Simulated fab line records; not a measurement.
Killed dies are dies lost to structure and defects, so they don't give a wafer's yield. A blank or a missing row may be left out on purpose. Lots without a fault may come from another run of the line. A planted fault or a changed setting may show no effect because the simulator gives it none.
Problem report in the 8D (eight disciplines) form, filled by code || flow berkeleyCmos170 || the parts of the form that need people (team, actions taken, sign-off) are left out

== 1. PROBLEM STATEMENT ==
Mean of beamEnergyKeV at UCB170_PSD_IMPLANT_08: 20.387 across 6 wafers in 2 lots; on wafers with no fault it is 19.999 (standard deviation 0.0063). That is +62 standard deviations from the usual mean.
The first sign was on wafer L446.1 at day 10 00:35, on implanter-01. The record has a number at this step for 42 wafers belonging to 14 lots. The rule behind "out" and "out of limits": a value lying over 4 standard deviations away from the usual mean. All remaining wafers that have a number are taken as sound.

== 2. WHAT IT IS, WHAT IT ISN'T ==
{"question": "which readings at this step", "is": "beamEnergyKeV", "is not": "-"}
{"question": "which lots", "is": "L446, L451", "is not": "L434, L435, L436, L439, L442, L443, L444, L445, L447, L450, L455, L457"}
{"question": "which wafers of those lots", "is": "all that have a number", "is not": "-"}
{"question": "read on which tools", "is": "implanter-01", "is not": "implanter-02, implanter-04"}
{"question": "when", "is": "from day 10 00:35", "is not": "up to then (24 sound wafers); but 12 sound wafers of L447, L450, L455, L457 came after"}

== 3. SUSPECTS, AND WHAT RULES EACH OUT ==
Counting: a tool stays on the suspect list if, at a process step up to the reading, it processed all lots that are out and no sound lot following the first of them.
- implanter-01 at UCB170_PSD_IMPLANT_08: kept. Every lot that is out went through it, starting with L446 (day 10 00:35), and after that it ran no sound lot; the last sound lot it ran before then is L442 (day 8 09:15). On those wafers its own readings are out: beamEnergyKeV.
The count leaves implanter-01 at UCB170_PSD_IMPLANT_08.

== 4. THE CAUSE (what the simulator had put in) ==
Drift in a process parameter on implanter-01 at UCB170_PSD_IMPLANT_08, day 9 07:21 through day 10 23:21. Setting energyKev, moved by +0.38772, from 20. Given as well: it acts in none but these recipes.
Only this tool survived the counting.

== 5. THE EFFECT CHAIN, in route order ==
Each row: a reading whose mean over the struck wafers that have a number lies more than 3 standard deviations from the usual. Scope: only readings with a usual standard deviation given in the record; hours: median across lots of the time from each lot's start at the first step in this table that gives one to its start at this step; sigmas: change in usual standard deviations.
{"hours": 0, "step": "UCB170_PSD_IMPLANT_08", "reading": "beamEnergyKeV", "usual": 19.999, "on struck wafers": 20.387, "change": "+0.389", "sigmas": "+62"}
Here are the process steps it includes:
- UCB170_PSD_IMPLANT_08

== 6. HOW IT WOULD HAVE BEEN CAUGHT EARLIER ==
The fault began at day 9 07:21; the first out-of-limits reading in this record came at day 10 00:35, 17 hours later.
